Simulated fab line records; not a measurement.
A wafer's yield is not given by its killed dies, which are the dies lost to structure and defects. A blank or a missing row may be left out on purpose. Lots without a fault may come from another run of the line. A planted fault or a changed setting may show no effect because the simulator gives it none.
fab line records -- flow rit-cmos
record: lots: 14, wafers: 42, last-day: 7
route steps=202 shown ACTIVE@1 GATE@87 NSD@140 M1@198
lots untouched by any fault: they come from a run of this same line in which no faults occurred
start-h: hours from the record's first day to the start of the lot's first wafer shown -- wait-h: time in hours since the lot's previous step -- " the same as in the row above -- L1.1+2: a single row standing in for several wafers -- - no value, or no start was given -- * or withheld: withheld -- < > ~ a bound
route shown NAME@n: a module of which the file shows steps, and the number in the route of the first -- usual: average and standard deviation across the fault-free wafers -- same: alike in all rows -- chamber/n: place in a boat -- sites: the reading at each site -- _std_site: standard deviation across them -- _edge_site: outer sites' mean less inner sites' -- radius-mm: for every site, how far away it sits from the centre of the wafer -- mask NAME#n: copy n -- behind: the most recent tool/chamber to have shaped the wafer -- hold: why the lot went on hold/how many hours it stayed there/how the hold came to an end -- device: the transistor (n, p or np) that didn't switch -- end of line: the route-end tests of the same wafers -- a step given without rows: its recipe and nothing more -- killed: the dies lost at the first sort to structure and to defects; this is not the yield of the wafer -- map: per-die view of a wafer (x killed, . not killed, _ where there is no die)
set.NAME: setting as actually run; set.NAME@STEP: the setting as run at that earlier step -- model.NAME: the simulator's own value behind a step, which no gauge read
the route's steps for a sample of lots (tables are steps, rows are wafers)
services: when a tool's chamber went out of use (start-h, in hours from the record's first day, below 0 if earlier), for how many hours, and the reason
== steps ==
step: RIT_ACTIVE_BOW_MEAS_00
recipe: mode: bow
usual: INCOMING_BOW: 1/6
lot.wafer,tool,chamber,start-h,wait-h,INCOMING_BOW[um]
L650.3,film-metro-02,-,10.04,-,3
L650.4,film-metro-02,-,10.04,-,-4
L650.5,film-metro-02,-,10.04,-,-5
L651.2,film-metro-04,-,15.02,-,-2
L651.4,film-metro-04,-,15.02,-,-11
L651.6,film-metro-04,-,15.02,-,2
L652.1,film-metro-04,-,20.00,-,1
L652.3,film-metro-04,-,20.00,-,-8
L652.6,film-metro-04,-,20.00,-,2
L653.2,film-metro-02,-,25.02,-,3
L653.3,film-metro-02,-,25.02,-,9
L653.5,film-metro-02,-,25.02,-,-3
L654.3,film-metro-01,-,30.04,-,1
L654.4,film-metro-01,-,30.04,-,-8
L654.6,film-metro-01,-,30.04,-,7
L655.1,film-metro-02,-,35.00,-,2
L655.5,film-metro-02,-,35.00,-,2
L655.6,film-metro-02,-,35.00,-,-1
L656.2,film-metro-02,-,40.02,-,-3
L656.3,film-metro-02,-,40.02,-,-2
L656.4,film-metro-02,-,40.02,-,9
L659.2,film-metro-04,-,55.02,-,3
L659.4,film-metro-04,-,55.02,-,-11
L659.6,film-metro-04,-,55.02,-,-4
L660.1,film-metro-01,-,60.00,-,-2
L660.2,film-metro-01,-,60.00,-,4
L660.4,film-metro-01,-,60.00,-,-6
L663.1,film-metro-04,-,75.00,-,11
L663.2,film-metro-04,-,75.00,-,6
L663.5,film-metro-04,-,75.00,-,5
L667.1,film-metro-04,-,95.00,-,-2
L667.2,film-metro-04,-,95.00,-,3
L667.3,film-metro-04,-,95.00,-,-4
L669.2,film-metro-04,-,105.02,-,3
L669.4,film-metro-04,-,105.02,-,-5
L669.6,film-metro-04,-,105.02,-,4
L670.1,film-metro-01,-,110.00,-,4
L670.2,film-metro-01,-,110.00,-,0
L670.6,film-metro-01,-,110.00,-,9
L671.1,film-metro-02,-,115.00,-,-1
L671.3,film-metro-02,-,115.00,-,2
L671.4,film-metro-02,-,115.00,-,4
step: RIT_GATE_COAT_11
recipe: resist: NOVOLAK, spin-rpm: 4250, resist-thk-nm: 850
usual: spin-speed-rpm: 4250/3.2
lot.wafer,tool,chamber,start-h,wait-h,spin-speed-rpm
L650.3,litho-track-01,0,41.20,0.1,4251
L650.4,litho-track-01,0,41.20,0.1,4249
L650.5,litho-track-01,0,41.20,0.1,4252
L651.2,litho-track-03,0,42.96,0.1,4253
L651.4,litho-track-03,0,42.96,0.1,4254
L651.6,litho-track-03,0,42.96,0.1,4250
L652.1,litho-track-04,0,47.82,0.1,4249
L652.3,litho-track-04,0,47.82,0.1,4257
L652.6,litho-track-04,0,47.82,0.1,4254
L653.2,litho-track-03,0,54.71,0.1,4253
L653.3,litho-track-03,0,54.71,0.1,4250
L653.5,litho-track-03,0,54.71,0.1,4248
L654.3,litho-track-04,0,56.36,0.1,4257
L654.4,litho-track-04,0,56.36,0.1,4247
L654.6,litho-track-04,0,56.36,0.1,4247
L655.1,litho-track-04,0,62.14,0.1,4252
L655.5,litho-track-04,0,62.14,0.1,4247
L655.6,litho-track-04,0,62.14,0.1,4250
L656.2,litho-track-01,0,67.57,0.1,4248
L656.3,litho-track-01,0,67.57,0.1,4246
L656.4,litho-track-01,0,67.57,0.1,4252
L659.2,litho-track-04,0,81.77,0.1,4245
L659.4,litho-track-04,0,81.77,0.1,4251
L659.6,litho-track-04,0,81.77,0.1,4248
L660.1,litho-track-01,0,90.14,0.1,4250
L660.2,litho-track-01,0,90.14,0.1,4253
L660.4,litho-track-01,0,90.14,0.1,4249
L663.1,litho-track-01,0,102.24,0.1,4137
L663.2,litho-track-01,0,102.24,0.1,4137
L663.5,litho-track-01,0,102.24,0.1,4137
L667.1,litho-track-01,0,121.03,0.1,4141
L667.2,litho-track-01,0,121.03,0.1,4135
L667.3,litho-track-01,0,121.03,0.1,4132
L669.2,litho-track-04,0,131.16,0.1,4252
L669.4,litho-track-04,0,131.16,0.1,4258
L669.6,litho-track-04,0,131.16,0.1,4242
L670.1,litho-track-04,0,135.93,0.1,4253
L670.2,litho-track-04,0,135.93,0.1,4252
L670.6,litho-track-04,0,135.93,0.1,4254
L671.1,litho-track-03,0,141.98,0.1,4245
L671.3,litho-track-03,0,141.98,0.1,4253
L671.4,litho-track-03,0,141.98,0.1,4248
step: RIT_NSD_STRIP_09
recipe: chemistry: O2, time-s: 180, resist: NOVOLAK, platen-temp-c: withheld, power-w: 500, pressure-mtorr: 4000, o2-flow-sccm: 4000
usual: drypump-motor-current-A: 5.7/0.34, o2-flow-sccm: 3998/13
lot.wafer,tool,chamber,start-h,wait-h,drypump-motor-current-A,o2-flow-sccm,rf-hours-counter-h
L650.3,plasma-asher-02,0,52.50,0.1,5.7,3975,-
L650.4,plasma-asher-02,1,52.50,0.1,6.1,3987,-
L650.5,plasma-asher-02,1,52.50,0.1,6.1,3983,-
L651.2,plasma-asher-03,0,55.52,0.1,5.7,4006,44
L651.4,plasma-asher-03,1,55.52,0.1,5.7,3987,-
L651.6,plasma-asher-03,0,55.52,0.1,5.7,4018,-
L652.1,plasma-asher-04,1,59.48,0.1,6.0,3999,39
L652.3,plasma-asher-04,1,59.48,0.1,6.0,4000,-
L652.6,plasma-asher-04,0,59.48,0.1,5.1,3994,-
L653.2,plasma-asher-02,1,65.97,0.1,6.1,3999,24
L653.3,plasma-asher-02,0,65.97,0.1,5.7,3991,-
L653.5,plasma-asher-02,1,65.97,0.1,6.1,4008,-
L654.3,plasma-asher-02,1,67.92,0.1,6.1,4004,-
L654.4,plasma-asher-02,0,67.92,0.1,5.6,4023,-
L654.6,plasma-asher-02,0,67.92,0.1,5.7,3996,-
L655.1,plasma-asher-02,0,74.56,0.1,5.7,3971,24
L655.5,plasma-asher-02,0,74.56,0.1,5.7,4001,-
L655.6,plasma-asher-02,1,74.56,0.1,6.1,3998,-
L656.2,plasma-asher-02,1,79.92,0.1,6.1,3993,25
L656.3,plasma-asher-02,1,79.92,0.1,6.1,3983,-
L656.4,plasma-asher-02,0,79.92,0.1,5.7,3993,-
L659.2,plasma-asher-04,1,93.37,0.1,6.0,3995,43
L659.4,plasma-asher-04,0,93.37,0.1,5.1,4018,-
L659.6,plasma-asher-04,0,93.37,0.1,5.1,4020,-
L660.1,plasma-asher-04,0,101.49,0.1,5.1,4020,45
L660.2,plasma-asher-04,1,101.49,0.1,6.0,3983,45
L660.4,plasma-asher-04,1,101.49,0.1,6.0,3998,-
L663.1,plasma-asher-03,0,113.63,0.2,5.7,3984,51
L663.2,plasma-asher-03,1,113.63,0.2,5.7,3987,51
L663.5,plasma-asher-03,0,113.63,0.2,5.7,3999,-
L667.1,plasma-asher-03,1,133.07,0.1,5.7,3987,54
L667.2,plasma-asher-03,0,133.07,0.1,5.7,3996,54
L667.3,plasma-asher-03,1,133.07,0.1,5.7,3982,-
L669.2,plasma-asher-04,1,142.81,0.1,6.0,4002,4
L669.4,plasma-asher-04,1,142.81,0.1,6.0,3996,-
L669.6,plasma-asher-04,0,142.81,0.1,5.1,4037,-
L670.1,plasma-asher-04,1,147.85,0.1,6.0,3989,4
L670.2,plasma-asher-04,0,147.85,0.1,5.1,3992,4
L670.6,plasma-asher-04,0,147.85,0.1,5.1,4004,-
L671.1,plasma-asher-02,0,152.94,0.1,5.7,4005,27
L671.3,plasma-asher-02,0,152.94,0.1,5.7,4008,-
L671.4,plasma-asher-02,1,152.94,0.1,6.1,3995,-
step: RIT_M1_STRIP_14
recipe: chemistry: O2, time-s: 180, platen-temp-c: withheld, power-w: 500, pressure-mtorr: 4000, o2-flow-sccm: 4000
usual: drypump-motor-current-A: 5.6/0.46, o2-flow-sccm: 4001/13
lot.wafer,tool,chamber,start-h,wait-h,drypump-motor-current-A,o2-flow-sccm,rf-hours-counter-h
L650.3,plasma-asher-01,0,60.25,0.1,5.0,4010,-
L650.4,plasma-asher-01,1,60.25,0.1,6.0,4006,-
L650.5,plasma-asher-01,1,60.25,0.1,6.0,4011,-
L651.2,plasma-asher-01,1,63.61,0.0,6.0,3992,43
L651.4,plasma-asher-01,0,63.61,0.0,5.0,4012,-
L651.6,plasma-asher-01,1,63.61,0.0,6.0,3993,-
L652.1,plasma-asher-04,1,66.97,0.0,6.0,4005,40
L652.3,plasma-asher-04,0,66.97,0.0,5.1,4024,-
L652.6,plasma-asher-04,0,66.97,0.0,5.1,4003,-
L653.2,plasma-asher-04,1,73.69,0.0,6.0,4010,41
L653.3,plasma-asher-04,1,73.69,0.0,6.0,3999,-
L653.5,plasma-asher-04,0,73.69,0.0,5.1,4000,-
L654.3,plasma-asher-01,0,75.84,0.1,5.0,4010,-
L654.4,plasma-asher-01,1,75.84,0.1,6.0,3999,-
L654.6,plasma-asher-01,0,75.84,0.1,5.0,3998,-
L655.1,plasma-asher-02,1,82.20,0.0,6.1,3998,25
L655.5,plasma-asher-02,0,82.20,0.0,5.6,4011,-
L655.6,plasma-asher-02,1,82.20,0.0,6.1,4011,-
L656.2,plasma-asher-01,0,87.39,0.0,5.0,3993,45
L656.3,plasma-asher-01,0,87.39,0.0,5.0,3988,-
L656.4,plasma-asher-01,1,87.39,0.0,6.0,4002,-
L659.2,plasma-asher-01,0,100.93,0.0,5.0,4019,47
L659.4,plasma-asher-01,1,100.93,0.0,6.0,4002,-
L659.6,plasma-asher-01,0,100.93,0.0,5.0,4005,-
L660.1,plasma-asher-01,1,109.73,0.2,6.0,3985,48
L660.2,plasma-asher-01,0,109.73,0.2,5.0,3983,48
L660.4,plasma-asher-01,0,109.73,0.2,5.0,3989,-
L663.1,plasma-asher-01,1,121.57,0.0,6.0,4019,51
L663.2,plasma-asher-01,0,121.57,0.0,5.0,3991,51
L663.5,plasma-asher-01,0,121.57,0.0,5.0,4002,-
L667.1,plasma-asher-01,0,140.67,0.0,5.0,4006,53
L667.2,plasma-asher-01,1,140.67,0.0,6.0,3988,53
L667.3,plasma-asher-01,1,140.67,0.0,6.0,3980,-
L669.2,plasma-asher-02,0,150.51,0.0,5.7,4010,26
L669.4,plasma-asher-02,0,150.51,0.0,5.7,3999,-
L669.6,plasma-asher-02,1,150.51,0.0,6.1,3996,-
L670.1,plasma-asher-01,1,155.66,0.0,6.0,3999,55
L670.2,plasma-asher-01,0,155.66,0.0,5.1,4002,55
L670.6,plasma-asher-01,1,155.66,0.0,6.0,3986,-
L671.1,plasma-asher-01,0,160.46,0.0,5.0,4013,55
L671.3,plasma-asher-01,1,160.46,0.0,6.0,3978,-
L671.4,plasma-asher-01,0,160.46,0.0,5.0,4017,-
step: RIT_M1_PROBE_99
usual: killed-at-contacts: 0.1/0.26, killed-at-front-end: 7/3.2, killed-dies: 7/3.2, killed-open: 3.2/2.1, killed-short: 3.7/2.1
same: gross-dies: 264, killed_at_M0_to_M3: 0, killed_at_M4_up: 0, killed-at-back-side: 0, killed-at-other: 0
lot.wafer,tool,chamber,start-h,wait-h,killed-at-contacts,killed-at-front-end,killed-dies,killed-open,killed-short
L650.3,prober-02,-,62.93,0.2,0,15,15,6,9
L650.4,prober-02,-,62.98,0.2,0,12,12,8,4
L650.5,prober-02,-,63.03,0.2,0,5,5,2,3
L651.2,prober-01,-,65.57,0.1,0,6,6,3,3
L651.4,prober-01,-,65.67,0.2,0,5,5,1,4
L651.6,prober-01,-,65.77,0.2,0,3,3,2,1
L652.1,prober-02,-,69.21,0.1,0,9,9,5,4
L652.3,prober-02,-,69.31,0.2,0,2,2,0,2
L652.6,prober-02,-,69.46,0.2,0,5,5,1,4
L653.2,prober-01,-,75.95,0.1,0,6,6,3,3
L653.3,prober-01,-,76.00,0.2,0,7,7,4,3
L653.5,prober-01,-,76.10,0.2,0,11,11,3,8
L654.3,prober-02,-,77.79,0.2,2,15,17,11,6
L654.4,prober-02,-,77.84,0.2,0,8,8,4,4
L654.6,prober-02,-,77.94,0.2,0,6,6,3,3
L655.1,prober-01,-,84.52,0.1,0,11,11,5,6
L655.5,prober-01,-,84.72,0.2,0,7,7,4,3
L655.6,prober-01,-,84.77,0.2,0,6,6,4,2
L656.2,prober-02,-,89.78,0.1,0,7,7,2,5
L656.3,prober-02,-,89.83,0.2,0,10,10,2,7
L656.4,prober-02,-,89.88,0.2,0,7,7,3,4
L659.2,prober-01,-,103.36,0.1,0,4,4,1,3
L659.4,prober-01,-,103.46,0.2,0,11,11,4,7
L659.6,prober-01,-,103.56,0.2,0,12,12,9,3
L660.1,prober-02,-,111.65,0.1,0,5,5,2,3
L660.2,prober-02,-,111.70,0.1,0,2,2,0,2
L660.4,prober-02,-,111.80,0.2,0,5,5,2,3
L663.1,prober-01,-,123.67,0.1,0,5,5,2,3
L663.2,prober-01,-,123.72,0.1,0,7,7,3,4
L663.5,prober-01,-,123.87,0.2,0,6,6,3,3
L667.1,prober-01,-,142.61,0.1,0,5,5,3,2
L667.2,prober-01,-,142.66,0.1,0,7,7,3,4
L667.3,prober-01,-,142.71,0.2,0,4,4,2,2
L669.2,prober-01,-,153.72,0.1,0,11,11,5,5
L669.4,prober-01,-,153.82,0.2,0,16,16,8,8
L669.6,prober-01,-,153.92,0.2,0,8,8,2,5
L670.1,prober-02,-,157.83,0.1,0,7,7,3,4
L670.2,prober-02,-,157.88,0.1,0,2,2,0,2
L670.6,prober-02,-,158.08,0.2,0,5,5,4,1
L671.1,prober-01,-,162.38,0.1,0,6,6,2,4
L671.3,prober-01,-,162.48,0.2,0,7,7,4,3
L671.4,prober-01,-,162.53,0.2,1,3,4,3,1
killed by level:class
L650.3 GATE:geometric-particle:short=3 SPACER:geometric-particle:short=3 FOX1:geometric-particle:open=2 GATE:geometric-particle:open=2 FOX1:geometric-particle:short=1 REOX:geometric-particle:short=1 REOX:geometric-particle:open=1 SILICIDE:geometric-particle:short=1
L650.4 GATE:geometric-particle:short=4 GATE:geometric-particle:open=3 SPACER:geometric-particle:open=3 FOX1:geometric-particle:open=1 SILICIDE:geometric-particle:open=1
L650.5 FOX1:geometric-particle:short=2 SILICIDE:geometric-particle:open=1 REOX:geometric-particle:short=1 SPACER:geometric-particle:open=1
L651.2 REOX:geometric-particle:open=2 FOX2:geometric-particle:short=1 REOX:geometric-particle:short=1 SPACER:geometric-particle:open=1 SPACER:geometric-particle:short=1
L651.4 FOX1:geometric-particle:short=1 FOX2:geometric-particle:short=1 GATE:geometric-particle:short=1 GATE:geometric-particle:open=1 SPACER:geometric-particle:short=1
L651.6 FOX2:geometric-particle:open=2 REOX:geometric-particle:short=1
L652.1 GATE:geometric-particle:open=2 SPACER:geometric-particle:short=2 FOX1:geometric-particle:open=1 FOX2:geometric-particle:short=1 FOX2:geometric-particle:open=1 GATE:geometric-particle:short=1 SPACER:geometric-particle:open=1
L652.3 GATE:geometric-particle:short=2
L652.6 GATE:geometric-particle:short=2 FOX1:geometric-particle:short=1 FOX1:geometric-particle:open=1 REOX:geometric-particle:short=1
L653.2 GATE:geometric-particle:open=3 GATE:geometric-particle:short=2 SPACER:geometric-particle:short=1
L653.3 GATE:geometric-particle:short=2 REOX:geometric-particle:open=2 FOX2:geometric-particle:open=1 GATE:geometric-particle:open=1 REOX:geometric-particle:short=1
L653.5 GATE:geometric-particle:short=3 SPACER:geometric-particle:short=3 GATE:geometric-particle:open=2 FOX2:geometric-particle:short=1 REOX:geometric-particle:short=1 REOX:geometric-particle:open=1
L654.3 SPACER:geometric-particle:open=6 FOX1:geometric-particle:short=2 REOX:geometric-particle:short=2 CONTACT:geometric-particle:open=2 FOX1:geometric-particle:open=1 GATE:geometric-particle:open=1 GATE:geometric-particle:short=1 SPACER:geometric-particle:short=1
L654.4 GATE:geometric-particle:open=3 SILICIDE:geometric-particle:short=2 FOX2:geometric-particle:open=1 GATE:geometric-particle:short=1 SPACER:geometric-particle:short=1
L654.6 GATE:geometric-particle:short=1 GATE:geometric-particle:open=1 REOX:geometric-particle:open=1 REOX:geometric-particle:short=1 SPACER:geometric-particle:open=1 SILICIDE:geometric-particle:short=1
L655.1 GATE:geometric-particle:short=4 GATE:geometric-particle:open=3 SPACER:geometric-particle:open=2 FOX1:geometric-particle:short=1 SPACER:geometric-particle:short=1
L655.5 GATE:geometric-particle:short=2 GATE:geometric-particle:open=2 REOX:geometric-particle:open=1 SPACER:geometric-particle:open=1 SILICIDE:geometric-particle:short=1
L655.6 SPACER:geometric-particle:open=2 FOX1:geometric-particle:open=1 FOX2:geometric-particle:short=1 GATE:geometric-particle:open=1 GATE:geometric-particle:short=1
L656.2 FOX1:geometric-particle:short=3 GATE:geometric-particle:open=1 GATE:geometric-particle:short=1 REOX:geometric-particle:short=1 REOX:geometric-particle:open=1
L656.3 FOX1:geometric-particle:short=3 GATE:geometric-particle:short=2 FOX2:geometric-particle:short=1 GATE:geometric-particle:open=1 SILICIDE:geometric-particle:open=1 SILICIDE:geometric-particle:short=1 ACTIVE:coat-microbubble-printed=1
L656.4 GATE:geometric-particle:short=2 SILICIDE:geometric-particle:open=2 FOX1:geometric-particle:open=1 REOX:geometric-particle:short=1 SILICIDE:geometric-particle:short=1
L659.2 FOX1:geometric-particle:short=1 GATE:geometric-particle:short=1 REOX:geometric-particle:open=1 SPACER:geometric-particle:short=1
L659.4 GATE:geometric-particle:short=3 SPACER:geometric-particle:open=3 FOX1:geometric-particle:open=1 FOX1:geometric-particle:short=1 FOX2:geometric-particle:short=1 REOX:geometric-particle:short=1 SPACER:geometric-particle:short=1
L659.6 GATE:geometric-particle:open=4 FOX1:geometric-particle:open=3 GATE:geometric-particle:short=2 FOX1:geometric-particle:short=1 SPACER:geometric-particle:open=1 SILICIDE:geometric-particle:open=1
L660.1 GATE:geometric-particle:short=2 FOX2:geometric-particle:open=1 FOX2:geometric-particle:short=1 GATE:geometric-particle:open=1
L660.2 FOX2:geometric-particle:short=1 SPACER:geometric-particle:short=1
L660.4 ACTIVE:geometric-particle:short=1 FOX2:geometric-particle:open=1 GATE:geometric-particle:short=1 GATE:geometric-particle:open=1 SPACER:geometric-particle:short=1
L663.1 REOX:geometric-particle:short=3 FOX2:geometric-particle:open=1 SILICIDE:geometric-particle:open=1
L663.2 FOX2:geometric-particle:short=2 GATE:geometric-particle:open=2 FOX1:geometric-particle:open=1 GATE:geometric-particle:short=1 SPACER:geometric-particle:short=1
L663.5 SPACER:geometric-particle:short=2 FOX1:geometric-particle:open=1 FOX2:geometric-particle:open=1 GATE:geometric-particle:short=1 GATE:geometric-particle:open=1
L667.1 FOX1:geometric-particle:open=1 GATE:geometric-particle:open=1 GATE:geometric-particle:short=1 REOX:geometric-particle:short=1 SILICIDE:geometric-particle:open=1
L667.2 GATE:geometric-particle:short=2 REOX:geometric-particle:open=2 REOX:geometric-particle:short=1 SPACER:geometric-particle:short=1 SILICIDE:geometric-particle:open=1
L667.3 SILICIDE:geometric-particle:open=2 REOX:geometric-particle:short=1 SILICIDE:geometric-particle:short=1
L669.2 GATE:geometric-particle:open=2 GATE:geometric-particle:short=2 FOX1:geometric-particle:short=1 FOX2:geometric-particle:open=1 FOX2:geometric-particle:short=1 REOX:geometric-particle:open=1 SILICIDE:geometric-particle:open=1 SILICIDE:geometric-particle:short=1
L669.4 FOX2:geometric-particle:short=3 FOX2:geometric-particle:open=3 GATE:geometric-particle:short=2 GATE:geometric-particle:open=2 REOX:geometric-particle:short=2 FOX1:geometric-particle:open=1 REOX:geometric-particle:open=1 SPACER:geometric-particle:short=1
L669.6 GATE:geometric-particle:short=2 REOX:geometric-particle:short=2 GATE:geometric-particle:open=1 REOX:geometric-particle:open=1 SPACER:geometric-particle:short=1 PSD:coat-microbubble-printed=1
L670.1 SPACER:geometric-particle:short=3 GATE:geometric-particle:open=2 FOX1:geometric-particle:short=1 SPACER:geometric-particle:open=1
L670.2 REOX:geometric-particle:short=2
L670.6 SPACER:geometric-particle:open=4 FOX1:geometric-particle:short=1
L671.1 GATE:geometric-particle:short=3 GATE:geometric-particle:open=1 SPACER:geometric-particle:short=1 SILICIDE:geometric-particle:open=1
L671.3 GATE:geometric-particle:open=2 FOX1:geometric-particle:short=1 GATE:geometric-particle:short=1 REOX:geometric-particle:open=1 SILICIDE:geometric-particle:short=1 SILICIDE:geometric-particle:open=1
L671.4 GATE:geometric-particle:open=2 SPACER:geometric-particle:short=1 CONTACT:geometric-particle:open=1
== services ==
tool,chamber,start-h,hours,kind
plasma-asher-02,-,92.79,55.8,repair
plasma-asher-04,-,108.92,9.0,pm
plasma-asher-04,0,108.92,9.0,vent-cycle
plasma-asher-04,1,108.92,9.0,vent-cycle
plasma-asher-04,0,117.92,-,clean
plasma-asher-04,1,117.92,-,clean
plasma-asher-02,-,155.35,1.5,repair
== key ==
first-sign: step: RIT_GATE_COAT_11, reading: spin-speed-rpm, direction: down, sigmas: 36, usual: 4250, struck: 4137
effect none on later readings
met-at RIT_GATE_COAT_11
struck-lots L663,L667
tester-left-out L663,L667
not-acting-at RIT_ACTIVE_BOW_MEAS_00,RIT_NSD_STRIP_09,RIT_M1_STRIP_14
onset-between 90.14 102.24
fault: kind: process-parameter-drift, tool: litho-track-01, chamber: -, onset-h: 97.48, steps: RIT_GATE_COAT_11, channel: spin-rpm, offset: -115.51, shape: step, end-h: 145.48, acts-in: these-recipes-only, stated: 4250
tester-left-out: of these lots the tester's yield and bins aren't shown, on N5 and GAA mostly nor the transistor test; their killed dies are dies lost to structure and defects alone, not to doping, threshold or leakage, so they don't give the yield
